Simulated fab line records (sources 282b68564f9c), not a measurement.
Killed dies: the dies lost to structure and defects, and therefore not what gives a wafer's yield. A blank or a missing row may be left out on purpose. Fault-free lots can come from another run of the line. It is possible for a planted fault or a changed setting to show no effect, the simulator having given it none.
Split-lot experiment || flow rit_cmos || on a route of 202 steps: 5 lots, 23 wafers read

## THE SPLIT ITSELF
At RIT_NWELL_IMPLANT_08, the setting energy_kev was moved away from the recipe's 170 on 7 of the 23 wafers read, by -5.9% to +2.0%. All remaining wafers had this setting at the recipe value.

The reading is taken at the split's own step.

## THE READING
In nm, at RIT_NWELL_IMPLANT_08: implant.drp_nm, which is the simulator's own figure and was read by no gauge. The file does not state a usual value for it.

{"wafer": "L074.1", "tool, chamber at the split": "implanter-02, 0", "energy_kev as run": 170, "against the recipe": "recipe", "implant.drp_nm, nm": 68.82, "against lot-mates on the recipe": "-"}
{"wafer": "L074.2", "tool, chamber at the split": "implanter-02, 0", "energy_kev as run": 170, "against the recipe": "recipe", "implant.drp_nm, nm": 68.82, "against lot-mates on the recipe": "-"}
{"wafer": "L074.3", "tool, chamber at the split": "implanter-02, 0", "energy_kev as run": 170, "against the recipe": "recipe", "implant.drp_nm, nm": 68.82, "against lot-mates on the recipe": "-"}
{"wafer": "L074.4", "tool, chamber at the split": "implanter-02, 0", "energy_kev as run": 170, "against the recipe": "recipe", "implant.drp_nm, nm": 68.82, "against lot-mates on the recipe": "-"}
{"wafer": "L074.6", "tool, chamber at the split": "implanter-02, 0", "energy_kev as run": 170, "against the recipe": "recipe", "implant.drp_nm, nm": 68.82, "against lot-mates on the recipe": "-"}
{"wafer": "L078.1", "tool, chamber at the split": "implanter-01, 0", "energy_kev as run": 170, "against the recipe": "recipe", "implant.drp_nm, nm": 68.82, "against lot-mates on the recipe": "-"}
{"wafer": "L078.2", "tool, chamber at the split": "implanter-01, 0", "energy_kev as run": 170, "against the recipe": "recipe", "implant.drp_nm, nm": 68.82, "against lot-mates on the recipe": "-"}
{"wafer": "L078.4", "tool, chamber at the split": "implanter-01, 0", "energy_kev as run": 170, "against the recipe": "recipe", "implant.drp_nm, nm": 68.82, "against lot-mates on the recipe": "-"}
{"wafer": "L078.5", "tool, chamber at the split": "implanter-01, 0", "energy_kev as run": 159.9, "against the recipe": "-5.9%", "implant.drp_nm, nm": 65.79, "against lot-mates on the recipe": -3.03}
{"wafer": "L078.6", "tool, chamber at the split": "implanter-01, 0", "energy_kev as run": 159.9, "against the recipe": "-5.9%", "implant.drp_nm, nm": 65.79, "against lot-mates on the recipe": -3.03}
{"wafer": "L081.2", "tool, chamber at the split": "implanter-01, 0", "energy_kev as run": 170, "against the recipe": "recipe", "implant.drp_nm, nm": 68.82, "against lot-mates on the recipe": "-"}
{"wafer": "L081.3", "tool, chamber at the split": "implanter-01, 0", "energy_kev as run": 170, "against the recipe": "recipe", "implant.drp_nm, nm": 68.82, "against lot-mates on the recipe": "-"}
{"wafer": "L081.6", "tool, chamber at the split": "implanter-01, 0", "energy_kev as run": 170, "against the recipe": "recipe", "implant.drp_nm, nm": 68.82, "against lot-mates on the recipe": "-"}
{"wafer": "L082.1", "tool, chamber at the split": "implanter-04, 0", "energy_kev as run": 173.4, "against the recipe": "+2.0%", "implant.drp_nm, nm": 69.85, "against lot-mates on the recipe": "+1.03"}
{"wafer": "L082.5", "tool, chamber at the split": "implanter-04, 0", "energy_kev as run": 173.4, "against the recipe": "+2.0%", "implant.drp_nm, nm": 69.85, "against lot-mates on the recipe": "+1.03"}
{"wafer": "L082.6", "tool, chamber at the split": "implanter-04, 0", "energy_kev as run": 173.4, "against the recipe": "+2.0%", "implant.drp_nm, nm": 69.85, "against lot-mates on the recipe": "+1.03"}
{"wafer": "L082.3", "tool, chamber at the split": "implanter-04, 0", "energy_kev as run": 170, "against the recipe": "recipe", "implant.drp_nm, nm": 68.82, "against lot-mates on the recipe": "-"}
{"wafer": "L082.4", "tool, chamber at the split": "implanter-04, 0", "energy_kev as run": 170, "against the recipe": "recipe", "implant.drp_nm, nm": 68.82, "against lot-mates on the recipe": "-"}
{"wafer": "L085.1", "tool, chamber at the split": "implanter-01, 0", "energy_kev as run": 170, "against the recipe": "recipe", "implant.drp_nm, nm": 68.82, "against lot-mates on the recipe": "-"}
{"wafer": "L085.4", "tool, chamber at the split": "implanter-01, 0", "energy_kev as run": 170, "against the recipe": "recipe", "implant.drp_nm, nm": 68.82, "against lot-mates on the recipe": "-"}
{"wafer": "L085.6", "tool, chamber at the split": "implanter-01, 0", "energy_kev as run": 170, "against the recipe": "recipe", "implant.drp_nm, nm": 68.82, "against lot-mates on the recipe": "-"}
{"wafer": "L085.2", "tool, chamber at the split": "implanter-01, 0", "energy_kev as run": 161.5, "against the recipe": "-5.0%", "implant.drp_nm, nm": 66.28, "against lot-mates on the recipe": -2.54}
{"wafer": "L085.5", "tool, chamber at the split": "implanter-01, 0", "energy_kev as run": 161.5, "against the recipe": "-5.0%", "implant.drp_nm, nm": 66.28, "against lot-mates on the recipe": -2.54}

FIT RESULTS
A straight line over all 23 wafers: implant.drp_nm changes by +0.51 nm for each +1% of energy_kev; r = +1.00; the points scatter about the line by 0.0043 nm.
The same after taking each lot's own level away (the mean of its wafers on the recipe; 23 wafers): +0.51 nm for each +1%; r = +1.00; scatter 0.0043 nm.
On that fit, the largest move of energy_kev shifts the reading by 3 nm.
The lots' own levels span 68.820 to 68.820 nm.
Consequently the slope shifts little with the lot-to-lot level, the two slopes agreeing.
Check: with one of the wafers moved furthest among these (-5.9%) left out of the fit, the line predicts -3.03 nm for it against its lot-mates. Against them it came out at -3.03 nm.

## OTHER SPLITS ON THESE WAFERS
Before the reading, these wafers also passed through other splits. Each is held against what the fit with the lots' levels taken away leaves over:
{"other split on the same wafers": "RIT_ACTIVE_OXIDATION_01 temp_c", "wafers away from the commonest value": 15, "r with implant.drp_nm (lot level and that fit taken away)": -0.16}
{"other split on the same wafers": "RIT_ACTIVE_CVD_03 sih2cl2_flow_sccm", "wafers away from the commonest value": 18, "r with implant.drp_nm (lot level and that fit taken away)": "+0.52"}
{"other split on the same wafers": "RIT_ACTIVE_DEVELOP_10 dev_temp_c", "wafers away from the commonest value": 9, "r with implant.drp_nm (lot level and that fit taken away)": -0.20}
{"other split on the same wafers": "RIT_FOX1_OXIDATION_00 ox_time_s", "wafers away from the commonest value": 10, "r with implant.drp_nm (lot level and that fit taken away)": -0.09}
{"other split on the same wafers": "RIT_NWELL_SOFTBAKE_02 temp_c", "wafers away from the commonest value": 4, "r with implant.drp_nm (lot level and that fit taken away)": "+0.09"}

## THE WHOLE CHAIN: every reading that the file lists as answering this split, in the file's order
{"step": "RIT_NWELL_IMPLANT_08", "what it does": "", "reading": "implant.rp_nm (the simulator's own value, which no gauge read)", "change (the file's fit)": "+2.22 nm for each +1% of the setting", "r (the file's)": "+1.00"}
{"step": "RIT_NWELL_IMPLANT_08", "what it does": "", "reading": "implant.drp_nm (the simulator's own value, which no gauge read)", "change (the file's fit)": "+0.51 nm for each +1% of the setting", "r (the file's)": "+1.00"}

## FILE'S OWN FIT
implant.drp_nm changes by +0.51 nm for each +1% of energy_kev, r = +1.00.
